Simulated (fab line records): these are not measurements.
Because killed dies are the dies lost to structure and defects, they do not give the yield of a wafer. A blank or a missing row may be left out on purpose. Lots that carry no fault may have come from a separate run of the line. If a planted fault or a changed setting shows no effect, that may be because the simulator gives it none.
Which tool is to blame? -- flow rit-cmos -- Sampling: 14 lots, 42 wafers, 2 of 202 route steps

== WHAT THE GAUGES READ, wafer by wafer ==
RIT_NRETRO_TW_MEAS_10. Usual: NRETRO_TW gives 1051 (standard deviation 9.3).
lot,measured,on,NRETRO_TW,flag
L222,day 2 07:23,film-metro-02,1050 1050 1048,
L223,day 2 13:41,film-metro-02,1048 1046 1055,
L226,day 3 01:40,film-metro-02,1046 1046 1046,
L228,day 3 12:14,film-metro-04,1063 1062 1063,
L229,day 3 17:21,film-metro-03,1059 1063 1063,
L230,day 3 22:46,film-metro-04,1063 1062 1059,
L232,day 4 08:18,film-metro-02,1036 1048 1042,
L234,day 4 17:49,film-metro-03,1046 1055 1053,
L238,day 5 14:04,film-metro-02,929 930 935 937 936 930,OFF
L240,day 6 05:46,film-metro-03,931 934 932 932 935 927,OFF
L242,day 6 12:32,film-metro-03,1034 1039 1044,
L243,day 6 18:07,film-metro-04,1064 1068 1064,
L244,day 6 19:50,film-metro-03,1041 1040 1043,
L245,day 7 02:01,film-metro-02,1047 1045 1048,

== TOOL THAT RAN EACH LOT (tool first, then ch and the chambers of the sampled wafers, then the start) ==
lot,RIT_NRETRO_IMPLANT_08
L222,"implanter-03 ch 0, day 2 07:07"
L223,"implanter-04 ch 0, day 2 13:23"
L226,"implanter-04 ch 0, day 3 01:21"
L228,"implanter-04 ch 0, day 3 11:55"
L229,"implanter-04 ch 0, day 3 17:02"
L230,"implanter-02 ch 0, day 3 22:26"
L232,"implanter-02 ch 0, day 4 07:58"
L234,"implanter-03 ch 0, day 4 17:30"
L238,"implanter-03 ch 0, day 5 13:47"
L240,"implanter-03 ch 0, day 6 05:26"
L242,"implanter-02 ch 0, day 6 12:13"
L243,"implanter-04 ch 0, day 6 17:47"
L244,"implanter-04 ch 0, day 6 19:31"
L245,"implanter-04 ch 0, day 7 01:44"
- RIT_NRETRO_IMPLANT_08

== WHAT THE TOOLS THEMSELVES READ (means of the sampled wafers that have a number; where no wafer has one, the mark that the record gives instead) ==
RIT_NRETRO_IMPLANT_08. Usual: 70.002 for beam-energy-keV, sd 0.022.
lot,tool,beam-energy-keV,flag
L222,implanter-03,70.007,
L223,implanter-04,70.024,
L226,implanter-04,69.982,
L228,implanter-04,69.984,
L229,implanter-04,70.026,
L230,implanter-02,69.992,
L232,implanter-02,69.991,
L234,implanter-03,69.983,
L238,implanter-03,45.532,OFF
L240,implanter-03,45.504,OFF
L242,implanter-02,70.014,
L243,implanter-04,70.002,
L244,implanter-04,70.026,
L245,implanter-04,70.019,

== THE ANSWER, worked out from the rows above alone ==
Rule: take the mean of a lot's wafers that have a number; if it is more than 3 standard deviations from the usual mean, the lot is off. A lot without any number at a reading at which 4 lots or more have one is off too. The other lots that the step has rows for count as sound. After the gauges, taken in route order, come the tools' own readings; for these a lot's mean is taken, as printed above. The first step at which some lot is off is used, and at that step the reading that is off furthest; a lot without a number counts as furthest.
Off: L238, L240, seen at RIT_NRETRO_TW_MEAS_10 (NRETRO_TW).
If a tool, at a process step before that reading, ran all the lots that are off and no sound lot after the first of them, it fits. Not tried: the gauges at RIT_NRETRO_TW_MEAS_10; whatever is off there is also off at RIT_NRETRO_IMPLANT_08, on other tools, and gauge error can't account for it. One candidate fits, namely implanter-03 at RIT_NRETRO_IMPLANT_08. A fault onset in the window from L234 (day 4 17:30, its last sound lot) to L238 (day 5 13:47, its first lot off) fits.
On the lots that are off, the tool's own readings at RIT_NRETRO_IMPLANT_08 differ by more than 5 times the standard deviation of the sound lots' means, which bears it out; beam-energy-keV reads 45.518 there versus 70.004 on the sound lots.

== WHAT HAD BEEN PUT IN BY THE SIMULATOR ==
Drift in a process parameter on implanter-03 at RIT_NRETRO_IMPLANT_08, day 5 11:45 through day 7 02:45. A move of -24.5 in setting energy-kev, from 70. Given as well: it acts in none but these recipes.
Struck lots among those shown: L238, L240. The rule above found the same.
